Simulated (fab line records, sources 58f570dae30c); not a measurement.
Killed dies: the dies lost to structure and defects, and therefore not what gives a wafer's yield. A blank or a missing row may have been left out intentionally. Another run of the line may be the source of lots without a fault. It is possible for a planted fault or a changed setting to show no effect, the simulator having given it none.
fab line records | flow berkeley_cmos170
[record] lots = 13 | wafers = 39 | last_day = 11
route steps=331 shown M1@252 V1@268 V2@294
lots untouched by any fault: they come from a run of this same line in which no faults occurred
start_h: hours from the record's opening day to when the first of the lot's shown wafers began | wait_h: hours from the lot's prior step to this one | " unchanged from the row above | L1.1+2: a single row standing in for several wafers | - no value, or no start given | * or withheld: withheld | < > ~ a bound
route shown NAME@n: a module of which the file shows steps, and the number in the route of the first | usual: mean and standard deviation over wafers with no fault | same: alike in all rows | chamber/n: place in a boat | sites: each site's reading | _std_site: the values' standard deviation | _edge_site: outer sites' mean less inner sites' | radius_mm: for every site, how far away it sits from the centre of the wafer | mask NAME#n: copy n | behind: tool/chamber where the wafer was last shaped | hold: why the lot was held/for how many hours/how that ended | device: transistor that didn't switch, given as n, p or np | end of line: tests run on the same wafers once the route is complete | step lacking rows: just its recipe | killed: count of dies lost to structure and defects at first sort (not the wafer's yield) | map: dies across one wafer; x = killed, . = not, _ = none there
set.NAME: setting as actually run; set.NAME@STEP: the setting as run at that earlier step | model.NAME: the simulator's own value behind a step, which no gauge read
a sample of lots followed through the steps of the route, with each step as a table and each wafer as a row
services: when a tool's chamber went out of use (start_h, in hours from the record's first day, below 0 if earlier), for how many hours, and the reason
[[steps]]
[step UCB170_M1_CD_MEAS_90]
[recipe] target_cd_nm = 700
[usual] cd_nm = 699/4
lot.wafer | tool      | chamber | start_h | wait_h | cd_nm
L816.2    | cd_sem-01 | -       | 140.04  | 0.1    | 702
L816.3    | "         | -       | "       | "      | 701
L816.6    | "         | -       | "       | "      | 695
L817.1    | cd_sem-02 | -       | 154.62  | 0.1    | 702
L817.2    | "         | -       | "       | "      | 700
L817.3    | "         | -       | "       | "      | 698
L818.1    | cd_sem-01 | -       | 154.83  | 0.1    | 694
L818.4    | "         | -       | "       | "      | 695
L818.6    | "         | -       | "       | "      | 696
L819.3    | cd_sem-01 | -       | 163.58  | 0.1    | 701
L819.5    | "         | -       | "       | "      | 700
L819.6    | "         | -       | "       | "      | 702
L823.3    | cd_sem-01 | -       | 177.00  | 0.1    | 696
L823.4    | "         | -       | "       | "      | 696
L823.5    | "         | -       | "       | "      | 696
L824.1    | cd_sem-01 | -       | 181.19  | 0.1    | 701
L824.3    | "         | -       | "       | "      | 698
L824.4    | "         | -       | "       | "      | 702
L828.2    | cd_sem-01 | -       | 200.56  | 0.1    | 696
L828.4    | "         | -       | "       | "      | 695
L828.5    | "         | -       | "       | "      | 703
L831.3    | cd_sem-01 | -       | 213.97  | 0.1    | 694
L831.4    | "         | -       | "       | "      | 702
L831.6    | "         | -       | "       | "      | 704
L829.3    | cd_sem-01 | -       | 214.87  | 0.1    | 701
L829.4    | "         | -       | "       | "      | 704
L829.5    | "         | -       | "       | "      | 702
L832.4    | cd_sem-02 | -       | 232.66  | 0.1    | 702
L832.5    | "         | -       | "       | "      | 705
L832.6    | "         | -       | "       | "      | 697
L834.3    | cd_sem-02 | -       | 236.07  | 0.1    | 701
L834.4    | "         | -       | "       | "      | 694
L834.6    | "         | -       | "       | "      | 702
L835.1    | cd_sem-01 | -       | 236.31  | 0.1    | 703
L835.4    | "         | -       | "       | "      | 703
L835.6    | "         | -       | "       | "      | 702
L838.2    | cd_sem-01 | -       | 246.65  | 0.1    | 705
L838.5    | "         | -       | "       | "      | 701
L838.6    | "         | -       | "       | "      | 704
[step UCB170_V1_ETCH_14]
[recipe] chemistry = CHF3/CF4/Ar | target = SiO2 | stop_on = Al | CHF3_flow_sccm = 45 | cf4_flow_sccm = 15 | Ar_flow_sccm = 150 | pressure_mtorr = 200 | rf_w = 700 | target_depth_a = 12500 | over_etch_frac = 0.25 | time_s = 291
[usual] drypump_motor_current_A = 5.7/0.45 | oes_product_au = 0.872/0.016 | throttle_valve_pct = 6.98/0.13
lot.wafer | tool        | chamber | start_h | wait_h | drypump_motor_current_A | oes_product_au | rf_hours_counter_h | throttle_valve_pct
L816.2    | rie_diel-02 | 1       | 147.44  | 0.0    | 6.4                     | 0.871          | 151                | 7.02
L816.3    | "           | 2       | "       | "      | 5.4                     | 0.866          | 36                 | 7.15
L816.6    | "           | 3       | "       | "      | 6.1                     | 0.864          | -                  | 6.96
L818.1    | rie_diel-03 | 0       | 158.35  | 0.0    | 5.0                     | 0.874          | 15                 | 6.95
L818.4    | "           | 1       | "       | "      | 5.3                     | 0.893          | 32                 | 6.74
L818.6    | "           | 3       | "       | "      | 6.0                     | 0.850          | -                  | 7.03
L817.1    | rie_diel-04 | 2       | 158.59  | 0.0    | 6.3                     | 0.874          | 142                | 6.92
L817.2    | "           | 0       | "       | "      | 5.6                     | 0.900          | 37                 | 6.73
L817.3    | "           | 3       | "       | "      | 6.0                     | 0.860          | 11                 | 6.83
L819.3    | rie_diel-04 | 1       | 168.91  | 0.0    | 5.2                     | 0.900          | 81                 | 7.04
L819.5    | "           | 0       | "       | "      | 5.6                     | 0.891          | -                  | 6.73
L819.6    | "           | 1       | "       | "      | 5.2                     | 0.897          | -                  | 7.04
L823.3    | rie_diel-02 | 3       | 182.77  | 0.0    | 6.1                     | 0.854          | 115                | 6.98
L823.4    | "           | 3       | "       | "      | 6.0                     | 0.856          | -                  | 6.96
L823.5    | "           | 0       | "       | "      | 5.6                     | 0.870          | -                  | 7.17
L824.1    | rie_diel-02 | 3       | 187.20  | 0.0    | 6.0                     | 0.860          | 115                | 6.97
L824.3    | "           | 0       | "       | "      | 5.6                     | 0.873          | 22                 | 7.18
L824.4    | "           | 0       | "       | "      | 5.5                     | 0.870          | -                  | 7.19
L828.2    | rie_diel-04 | 2       | 205.09  | 0.0    | 6.3                     | 0.867          | 145                | 6.91
L828.4    | "           | 1       | "       | "      | 5.2                     | 0.900          | 83                 | 7.04
L828.5    | "           | 3       | "       | "      | 5.9                     | 0.862          | -                  | 6.82
L831.3    | rie_diel-03 | 3       | 220.01  | 0.0    | 6.0                     | 0.844          | 42                 | 7.01
L831.4    | "           | 1       | "       | "      | 5.3                     | 0.892          | 35                 | 6.75
L831.6    | "           | 0       | "       | "      | 5.0                     | 0.883          | -                  | 6.93
L829.3    | rie_diel-02 | 1       | 221.97  | 0.0    | 6.4                     | 0.895          | 1                  | 7.02
L829.4    | "           | 2       | "       | "      | 5.3                     | 0.860          | 40                 | 7.12
L829.5    | "           | 2       | "       | "      | 5.4                     | 0.862          | -                  | 7.15
L832.4    | rie_diel-02 | 0       | 240.81  | 0.0    | 5.5                     | 0.868          | 25                 | 7.17
L832.5    | "           | 2       | "       | "      | 5.3                     | 0.869          | -                  | 7.13
L832.6    | "           | 1       | "       | "      | 6.4                     | 0.896          | -                  | 7.01
L834.3    | rie_diel-03 | 3       | 242.47  | 0.0    | 6.1                     | 0.860          | 43                 | 7.03
L834.4    | "           | 1       | "       | "      | 5.3                     | 0.888          | 36                 | 6.74
L834.6    | "           | 2       | "       | "      | 6.2                     | 0.862          | -                  | 7.01
L835.1    | rie_diel-02 | 3       | 242.97  | 0.0    | 6.1                     | 0.860          | 118                | 6.96
L835.4    | "           | 0       | "       | "      | 5.6                     | 0.858          | 25                 | 7.16
L835.6    | "           | 2       | "       | "      | 5.3                     | 0.858          | -                  | 7.12
L838.2    | rie_diel-03 | 3       | 254.78  | 0.0    | 6.0                     | 0.844          | 44                 | 7.02
L838.5    | "           | 1       | "       | "      | 5.3                     | 0.895          | -                  | 6.75
L838.6    | "           | 2       | "       | "      | 6.2                     | 0.861          | -                  | 7.03
[step UCB170_V1_STRIP_15]
[recipe] chemistry = O2 | power_w = 400 | pressure_mtorr = 3500 | platen_temp_c = withheld | o2_flow_sccm = 400 | overash_fraction = 0.5
[usual] drypump_motor_current_A = 5.6/0.31 | o2_flow_sccm = 400.0/1.1 | oes_product_au = 0.722/0.0045 | strip_time_to_endpoint_s = 15.30/0.14
lot.wafer | tool            | chamber | start_h | wait_h | drypump_motor_current_A | o2_flow_sccm | oes_product_au | rf_hours_counter_h | strip_time_to_endpoint_s
L816.2    | plasma_asher-04 | 0       | 147.62  | 0.1    | 5.8                     | 400.3        | 0.721          | 45                 | 15.35
L816.3    | "               | 0       | "       | "      | 5.8                     | 400.6        | 0.734          | -                  | 15.28
L816.6    | "               | 1       | "       | "      | 6.1                     | 399.8        | 0.712          | -                  | 15.42
L818.1    | plasma_asher-02 | 0       | 158.52  | 0.1    | 5.7                     | 397.5        | 0.720          | 45                 | 15.03
L818.4    | "               | 0       | "       | "      | 5.8                     | 397.2        | 0.723          | -                  | 15.11
L818.6    | "               | 0       | "       | "      | 5.7                     | 400.8        | 0.722          | -                  | 15.30
L817.1    | plasma_asher-04 | 0       | 158.77  | 0.1    | 5.8                     | 398.3        | 0.731          | 46                 | 15.29
L817.2    | "               | 1       | "       | "      | 6.1                     | 398.0        | 0.721          | 46                 | 15.12
L817.3    | "               | 1       | "       | "      | 6.2                     | 398.6        | 0.726          | -                  | 15.36
L819.3    | plasma_asher-04 | 0       | 169.12  | 0.1    | 5.8                     | 402.2        | 0.723          | -                  | 15.21
L819.5    | "               | 1       | "       | "      | 6.1                     | 401.5        | 0.716          | -                  | 15.24
L819.6    | "               | 0       | "       | "      | 5.7                     | 401.0        | 0.716          | -                  | 15.21
L823.3    | plasma_asher-02 | 1       | 182.98  | 0.1    | 5.4                     | 401.2        | 0.719          | -                  | 15.46
L823.4    | "               | 0       | "       | "      | 5.7                     | 399.7        | 0.718          | -                  | 15.52
L823.5    | "               | 1       | "       | "      | 5.4                     | 401.4        | 0.726          | -                  | 15.40
L824.1    | plasma_asher-01 | 0       | 187.38  | 0.1    | 5.3                     | 402.2        | 0.721          | 7                  | 15.59
L824.3    | "               | 1       | "       | "      | 5.2                     | 399.6        | 0.723          | -                  | 15.33
L824.4    | "               | 0       | "       | "      | 5.3                     | 402.3        | 0.727          | -                  | 15.41
L828.2    | plasma_asher-02 | 1       | 205.27  | 0.1    | 5.4                     | 402.2        | 0.722          | 51                 | 15.42
L828.4    | "               | 0       | "       | "      | 5.8                     | 400.3        | 0.725          | -                  | 15.33
L828.5    | "               | 0       | "       | "      | 5.7                     | 400.9        | 0.719          | -                  | 15.50
L831.3    | plasma_asher-01 | 0       | 220.22  | 0.1    | 5.3                     | 400.3        | 0.719          | -                  | 15.22
L831.4    | "               | 1       | "       | "      | 5.2                     | 399.4        | 0.722          | -                  | 15.08
L831.6    | "               | 1       | "       | "      | 5.1                     | 398.5        | 0.724          | -                  | 15.01
L829.3    | plasma_asher-04 | 1       | 222.18  | 0.1    | 6.1                     | 400.2        | 0.728          | -                  | 15.44
L829.4    | "               | 0       | "       | "      | 5.8                     | 400.8        | 0.708          | -                  | 15.37
L829.5    | "               | 1       | "       | "      | 6.1                     | 401.2        | 0.722          | -                  | 15.31
L832.4    | plasma_asher-01 | 1       | 241.02  | 0.1    | 5.2                     | 402.5        | 0.722          | -                  | 15.36
L832.5    | "               | 1       | "       | "      | 5.2                     | 400.8        | 0.724          | -                  | 15.37
L832.6    | "               | 0       | "       | "      | 5.3                     | 398.6        | 0.721          | -                  | 15.42
L834.3    | plasma_asher-02 | 0       | 242.68  | 0.1    | 5.7                     | 398.0        | 0.720          | -                  | 15.16
L834.4    | "               | 1       | "       | "      | 5.4                     | 399.4        | 0.719          | -                  | 15.03
L834.6    | "               | 0       | "       | "      | 5.8                     | 398.5        | 0.730          | -                  | 15.17
L835.1    | plasma_asher-01 | 1       | 243.15  | 0.1    | 5.2                     | 399.3        | 0.722          | 13                 | 15.45
L835.4    | "               | 0       | "       | "      | 5.3                     | 399.2        | 0.717          | -                  | 15.31
L835.6    | "               | 0       | "       | "      | 5.3                     | 400.8        | 0.724          | -                  | 15.37
L838.2    | plasma_asher-01 | 1       | 254.96  | 0.1    | 5.2                     | 398.2        | 0.723          | 14                 | 15.13
L838.5    | "               | 0       | "       | "      | 5.3                     | 400.1        | 0.720          | -                  | 15.02
L838.6    | "               | 1       | "       | "      | 5.2                     | 400.6        | 0.729          | -                  | 15.19
[step UCB170_V2_CMP_02]
[recipe] material = SiO2 | down_force_psi = 6 | platen_rpm = 60 | pad_velocity_m_s = 0.75398
[usual] motor_current_A = 16.7/1.1 | slurry_flow_ml_min = 150.0/0.44
lot.wafer | tool   | chamber | start_h | wait_h | motor_current_A | slurry_flow_ml_min
L816.3    | cmp-02 | 1       | 150.97  | 0.1    | 16.8            | 150.3
L816.2    | "      | 3       | "       | "      | 18.2            | 150.0
L816.6    | "      | 1       | "       | "      | 16.9            | 150.3
L818.1    | cmp-01 | 1       | 162.04  | 0.1    | 15.3            | 150.6
L818.4    | "      | 3       | "       | "      | 17.4            | 149.5
L818.6    | "      | 0       | "       | "      | 16.0            | 149.7
L817.3    | cmp-01 | 0       | 162.29  | 0.2    | 16.3            | 149.4
L817.1    | "      | 1       | "       | "      | 15.5            | 150.4
L817.2    | "      | 2       | "       | "      | 15.7            | 150.2
L819.3    | cmp-01 | 2       | 172.25  | 0.0    | 15.7            | 150.6
L819.5    | "      | 2       | "       | "      | 15.8            | 150.4
L819.6    | "      | 3       | "       | "      | 18.5            | 150.2
L823.3    | cmp-02 | 0       | 185.90  | 0.0    | 16.8            | 149.7
L823.4    | "      | 2       | "       | "      | 15.3            | 150.1
L823.5    | "      | 1       | "       | "      | 16.4            | 149.8
L824.1    | cmp-01 | 0       | 190.57  | 0.1    | 16.1            | 150.6
L824.3    | "      | 1       | "       | "      | 15.2            | 149.6
L824.4    | "      | 2       | "       | "      | 16.0            | 150.2
L828.4    | cmp-02 | 2       | 208.52  | 0.0    | 15.4            | 149.8
L828.2    | "      | 1       | "       | "      | 16.3            | 149.2
L828.5    | "      | 2       | "       | "      | 14.9            | 150.1
L831.3    | cmp-02 | 3       | 223.85  | 0.1    | 18.1            | 150.1
L831.4    | "      | 0       | "       | "      | 17.0            | 150.0
L831.6    | "      | 2       | "       | "      | 15.1            | 150.3
L829.4    | cmp-01 | 2       | 226.09  | 0.1    | 16.4            | 149.8
L829.3    | "      | 3       | "       | "      | 18.2            | 149.9
L829.5    | "      | 1       | "       | "      | 17.1            | 149.8
L832.4    | cmp-02 | 1       | 245.97  | 0.0    | 16.3            | 149.8
L832.5    | "      | 1       | "       | "      | 16.1            | 149.7
L832.6    | "      | 2       | "       | "      | 15.4            | 150.9
L834.4    | cmp-02 | 1       | 246.38  | 0.1    | 17.4            | 149.6
L834.3    | "      | 2       | "       | "      | 15.3            | 150.2
L834.6    | "      | 3       | "       | "      | 18.3            | 149.8
L835.4    | cmp-02 | 1       | 247.24  | 0.1    | 16.9            | 149.9
L835.1    | "      | 2       | "       | "      | 15.7            | 150.9
L835.6    | "      | 1       | "       | "      | 17.2            | 149.8
L838.2    | cmp-02 | 2       | 258.26  | 0.0    | 15.1            | 151.0
L838.6    | "      | 2       | "       | "      | 15.3            | 150.7
L838.5    | "      | 3       | "       | "      | 18.4            | 150.2
[step UCB170_V2_THK_MEAS_04]
[recipe] reads = SiO2_of_V2_CVD_00
[usual] V2_POLISHED_THK = 1000.4/1.3
lot.wafer | tool          | chamber | start_h | wait_h | V2_POLISHED_THK[nm]
L816.2    | film_metro-01 | -       | 151.35  | 0.1    | 999.3
L816.3    | "             | -       | "       | "      | 999.1
L816.6    | "             | -       | "       | "      | 998.8
L818.1    | film_metro-04 | -       | 162.41  | 0.1    | 1000.8
L818.4    | "             | -       | "       | "      | 1001.4
L818.6    | "             | -       | "       | "      | 1001.7
L817.1    | film_metro-01 | -       | 162.71  | 0.1    | 1000.1
L817.2    | "             | -       | "       | "      | 1001.4
L817.3    | "             | -       | "       | "      | 1004.3
L819.3    | film_metro-02 | -       | 172.69  | 0.1    | 1001.0
L819.5    | "             | -       | "       | "      | 1001.4
L819.6    | "             | -       | "       | "      | 1001.7
L823.3    | film_metro-02 | -       | 186.34  | 0.1    | 1001.0
L823.4    | "             | -       | "       | "      | 1000.3
L823.5    | "             | -       | "       | "      | 998.0
L824.1    | film_metro-04 | -       | 190.99  | 0.1    | 1002.6
L824.3    | "             | -       | "       | "      | 1001.0
L824.4    | "             | -       | "       | "      | 998.9
L828.2    | film_metro-01 | -       | 208.95  | 0.1    | 999.5
L828.4    | "             | -       | "       | "      | 1000.0
L828.5    | "             | -       | "       | "      | 998.9
L831.3    | film_metro-04 | -       | 224.19  | 0.1    | 999.6
L831.4    | "             | -       | "       | "      | 998.6
L831.6    | "             | -       | "       | "      | 997.6
L829.3    | film_metro-04 | -       | 226.48  | 0.1    | 999.1
L829.4    | "             | -       | "       | "      | 1350.6
L829.5    | "             | -       | "       | "      | 999.8
L832.4    | film_metro-01 | -       | 246.42  | 0.1    | 1000.3
L832.5    | "             | -       | "       | "      | 998.5
L832.6    | "             | -       | "       | "      | 999.7
L834.3    | film_metro-02 | -       | 246.72  | 0.1    | 1001.1
L834.4    | "             | -       | "       | "      | 1000.3
L834.6    | "             | -       | "       | "      | 1001.6
L835.1    | film_metro-01 | -       | 247.61  | 0.1    | 1000.8
L835.4    | "             | -       | "       | "      | 999.5
L835.6    | "             | -       | "       | "      | 1000.8
L838.2    | film_metro-02 | -       | 258.69  | 0.1    | 999.1
L838.5    | "             | -       | "       | "      | 1000.5
L838.6    | "             | -       | "       | "      | 997.8
[step UCB170_V2_ETCH_14]
[recipe] chemistry = CHF3/CF4/Ar | target = SiO2 | stop_on = Al | CHF3_flow_sccm = 45 | cf4_flow_sccm = 15 | Ar_flow_sccm = 150 | pressure_mtorr = 200 | rf_w = 700 | target_depth_a = 12500 | over_etch_frac = 0.25 | time_s = 291
[usual] drypump_motor_current_A = 5.9/0.39 | oes_product_au = 0.877/0.014 | throttle_valve_pct = 6.97/0.13
lot.wafer | tool        | chamber | start_h | wait_h | drypump_motor_current_A | oes_product_au | rf_hours_counter_h | throttle_valve_pct
L816.2    | rie_diel-02 | 3       | 154.07  | 0.0    | 6.0                     | 0.860          | 113                | 6.96
L816.3    | "           | 1       | "       | "      | 6.4                     | 0.872          | 152                | 7.02
L816.6    | "           | 2       | "       | "      | 5.3                     | 0.857          | -                  | 7.15
L818.1    | rie_diel-02 | 1       | 163.84  | 0.0    | 6.4                     | 0.866          | 152                | 7.03
L818.4    | "           | 0       | "       | "      | 5.6                     | 0.870          | 21                 | 7.17
L818.6    | "           | 3       | "       | "      | 6.0                     | 0.855          | -                  | 6.96
L817.1    | rie_diel-04 | 1       | 164.19  | 0.0    | 5.2                     | 0.882          | 80                 | 7.03
L817.2    | "           | 2       | "       | "      | 6.3                     | 0.869          | 143                | 6.93
L817.3    | "           | 0       | "       | "      | 5.6                     | 0.895          | 37                 | 6.72
L819.3    | rie_diel-02 | 1       | 174.52  | 0.0    | 6.4                     | 0.878          | 153                | 7.03
L819.5    | "           | 1       | "       | "      | 6.4                     | 0.874          | -                  | 7.01
L819.6    | "           | 2       | "       | "      | 5.3                     | 0.862          | -                  | 7.14
L823.3    | rie_diel-01 | 0       | 187.55  | 0.0    | 5.9                     | 0.885          | 2                  | 7.10
L823.4    | "           | 2       | "       | "      | 5.7                     | 0.884          | 143                | 6.89
L823.5    | "           | 0       | "       | "      | 5.8                     | 0.874          | -                  | 7.11
L824.1    | rie_diel-04 | 2       | 192.72  | 0.0    | 6.3                     | 0.866          | 144                | 6.91
L824.3    | "           | 0       | "       | "      | 5.6                     | 0.901          | 39                 | 6.73
L824.4    | "           | 1       | "       | "      | 5.2                     | 0.891          | 82                 | 7.03
L828.2    | rie_diel-02 | 0       | 210.42  | 0.0    | 5.5                     | 0.869          | 23                 | 7.17
L828.4    | "           | 2       | "       | "      | 5.3                     | 0.859          | 39                 | 7.14
L828.5    | "           | 2       | "       | "      | 5.3                     | 0.866          | -                  | 7.14
L831.3    | rie_diel-02 | 2       | 226.10  | 0.0    | 5.3                     | 0.862          | 40                 | 7.13
L831.4    | "           | 3       | "       | "      | 6.1                     | 0.859          | 117                | 6.98
L831.6    | "           | 3       | "       | "      | 6.1                     | 0.859          | -                  | 6.96
L829.3    | rie_diel-04 | 2       | 228.49  | 0.0    | 6.2                     | 0.879          | 0                  | 6.90
L829.4    | "           | 0       | "       | "      | 5.6                     | 1.041          | 41                 | 6.74
L829.5    | "           | 3       | "       | "      | 6.0                     | 0.857          | -                  | 6.82
L832.4    | rie_diel-01 | 0       | 247.99  | 0.1    | 5.9                     | 0.883          | -                  | 7.11
L832.5    | "           | 3       | "       | "      | 6.3                     | 0.886          | -                  | 7.05
L832.6    | "           | 1       | "       | "      | 6.2                     | 0.871          | -                  | 6.87
L834.3    | rie_diel-02 | 2       | 248.14  | 0.0    | 5.4                     | 0.861          | 41                 | 7.13
L834.4    | "           | 0       | "       | "      | 5.5                     | 0.854          | 25                 | 7.17
L834.6    | "           | 3       | "       | "      | 6.1                     | 0.865          | -                  | 6.96
L835.1    | rie_diel-01 | 0       | 248.84  | 0.0    | 5.9                     | 0.879          | 5                  | 7.09
L835.4    | "           | 1       | "       | "      | 6.3                     | 0.864          | -                  | 6.87
L835.6    | "           | 3       | "       | "      | 6.3                     | 0.877          | -                  | 7.07
L838.2    | rie_diel-04 | 3       | 260.46  | 0.0    | 6.0                     | 0.857          | 15                 | 6.83
L838.5    | "           | 0       | "       | "      | 5.6                     | 0.896          | -                  | 6.73
L838.6    | "           | 3       | "       | "      | 6.0                     | 0.855          | -                  | 6.81
[[services]]
tool            | chamber | start_h | hours | kind
plasma_asher-04 | -       | 124.88  | 0.6   | repair
cmp-01          | -       | 141.91  | 18.6  | pm
rie_diel-04     | 2       | 147.36  | 1.2   | repair
cmp-02          | -       | 160.51  | 4.4   | pm
plasma_asher-01 | -       | 165.91  | 4.3   | pm
rie_diel-02     | 1       | 179.63  | -     | clean
rie_diel-02     | 1       | 179.63  | 21.5  | scheduled_down
rie_diel-02     | 1       | 179.63  | 21.5  | vent_cycle
rie_diel-03     | -       | 182.64  | 1.0   | repair
rie_diel-03     | 3       | 185.49  | 9.0   | repair
rie_diel-02     | -       | 186.69  | 0.1   | repair
rie_diel-04     | 2       | 211.72  | -     | clean
rie_diel-03     | 2       | 224.49  | 6.0   | repair
rie_diel-04     | -       | 229.03  | 28.1  | pm
cmp-02          | -       | 232.10  | 4.0   | pm
cmp-02          | -       | 236.10  | -     | consumable_replace:conditioner
cmp-02          | -       | 236.10  | -     | consumable_replace:pad
cmp-02          | -       | 238.24  | 5.0   | pm
cmp-01          | -       | 243.27  | 4.2   | pm
rie_diel-01     | 2       | 246.30  | 10.0  | repair
cmp-02          | -       | 248.67  | 0.5   | repair
rie_diel-01     | 0       | 253.06  | 8.4   | repair
rie_diel-01     | 3       | 253.29  | 6.6   | repair
rie_diel-04     | 1       | 257.63  | 6.0   | repair
[[key]]
[first_sign] step = UCB170_V2_THK_MEAS_04 | reading = V2_POLISHED_THK | direction = up | sigmas = 99+ | usual = 1000.4 | struck = 1350.6
[effect] step = UCB170_V2_ETCH_14 | reading = oes_product_au | direction = up | sigmas = 12 | usual = 0.877 | struck = 1.041
met_at UCB170_V2_CMP_02
struck_lots L829
struck_wafers L829.4
later_rows_left_out L829.4
sort_left_out L829.4
not_acting_at UCB170_M1_CD_MEAS_90,UCB170_V1_ETCH_14,UCB170_V1_STRIP_15
onset_between 190.57 226.09
[fault] kind = process_parameter_drift | tool = cmp-01 | chamber = 2 | onset_h = 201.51 | steps = UCB170_V2_CMP_02 | channel = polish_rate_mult | offset = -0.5 | shape = step | end_h = 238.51
// sort_left_out: the simulated sort isn't trusted on such a fault, so these wafers' sort isn't shown, and their yield isn't known
// later_rows_left_out: the simulator's readings of these wafers behind a module that went badly wrong aren't trusted and aren't shown, but for the sort
